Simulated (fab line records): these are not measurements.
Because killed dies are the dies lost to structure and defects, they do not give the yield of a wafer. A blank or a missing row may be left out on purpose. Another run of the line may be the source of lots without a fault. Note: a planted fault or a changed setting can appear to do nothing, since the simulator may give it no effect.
A lot that was struck, set against a sound lot / flow rit cmos / 15 steps out of a route of 202
Sound: the wafers L882.1, L882.3, L882.6. The struck wafers were L890.1, L890.2, L890.6. The cause comes at the end.
Each step with rows lists, per side, the tool, then ch with its chambers, then its first start. Under that, the readings that differ: sound wafers / struck wafers / difference of the means / sigmas: that difference in standard deviations of wafers without a fault.
alike: readings whose means differ by less than 2 such deviations, and words and numbers that are the same on both sides. not compared: withheld readings, readings that some wafer has no value for, bounds like >300 that may hide the same value, and numbers for which the record gives no deviation and whose values overlap.
The two part at a step that has a row with sigmas, a row that says differs or no value, or rows on one side only. Numbers that have no deviation but don't overlap get no sigmas and don't part them. Lack of a reading on every wafer of one side parts them only where that side has two or more wafers.

RIT_GATE_THK_MEAS_07:
  sound: film metro-03 at day 3 00:07; struck: film metro-04 at day 4 15:04
  alike: GATE_OXIDE_THK
then, 1 step without rows for these wafers: RIT_GATE_CVD_08 (deposits poly-Si from SiH4, target thk 250 nm, time 2220 s).
RIT_GATE_THK_MEAS_09:
  sound: film metro-03 at day 3 01:47; struck: film metro-04 at day 4 18:37
  alike: GATE_POLY_THK
then, 6 steps without rows for these wafers: RIT_GATE_HMDS_10 (prime time 60 s); RIT_GATE_COAT_11 (resist thk 850 nm); RIT_GATE_SOFTBAKE_12 (time 60 s); RIT_GATE_EXPOSE_13 (exposes mask M6, target cd 150 nm); RIT_GATE_PEB_14; RIT_GATE_DEVELOP_15 (develop time 50 s).
RIT_GATE_CD_MEAS_16: target cd 150 nm.
  sound: cd sem-02 at day 3 02:41; struck: cd sem-02 at day 4 19:31
  alike: cd nm
RIT_GATE_OVL_MEAS_17:
  sound: overlay-01 at day 3 02:49; struck: overlay-01 at day 4 19:38
  alike: GATE_OVL
then, 1 step without rows for these wafers: RIT_GATE_HARDBAKE_18 (time 60 s).
RIT_GATE_ETCH_19: etches poly-Si in SF6/CHF3/O2, stops on SiO2, time 172.7 s, target depth 312.5 nm.
  sound on rie si-02 ch 1,2,3, day 3 03:01; struck on rie si-02 ch 0,1,2, day 4 19:49
reading=oes product au (a.u.); sound=0.833 0.850 0.863; struck=0.941 0.945 0.968; difference=+0.103; sigmas=+9
reading=over etch frac; sound=0.25 0.25 0.25; struck=0.054484 0.054484 0.054484; difference=-0.195516; sigmas=
reading=model.NOVOLAK_of_GATE_COAT_11.thk nm (nm); sound=664.3 664.4 668.2; struck=675.8 670.6 674.3; difference=+7.9; sigmas=
  alike: drypump motor current A, throttle valve pct
  not compared: rf hours counter h
RIT_GATE_STRIP_20: strips in O2, time 180 s.
  sound on plasma asher-04 ch 0,1, day 3 03:07; struck on plasma asher-01 ch 0,1, day 4 19:56
reading=drypump motor current A (A); sound=6.9 5.8 6.9; struck=5.1 5.8 5.1; difference=-1.2; sigmas=-2
  not compared: rf hours counter h
RIT_M1_PROBE_99:
  sound: prober-02 at day 4 00:14; struck: prober-02 at day 5 16:27
reading=model.etest.poly comb over steps.leak log10 a um; sound=-12.8 -12.89 -12.83; struck=-9.229 -12.13 -9.652; difference=+2.503; sigmas=
  alike: killed at front end, killed dies, killed open, killed short

== WHERE THEY PART ==
Earliest at RIT_GATE_ETCH_19; latest, in this record, at RIT_GATE_STRIP_20. Later steps at which nothing parts them and some readings are alike: RIT_M1_PROBE_99.

WHY: what had been put in by the simulator
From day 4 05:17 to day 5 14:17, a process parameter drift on rie si-02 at RIT_GATE_ETCH_19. From 0.25, the setting over etch frac moved by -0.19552.
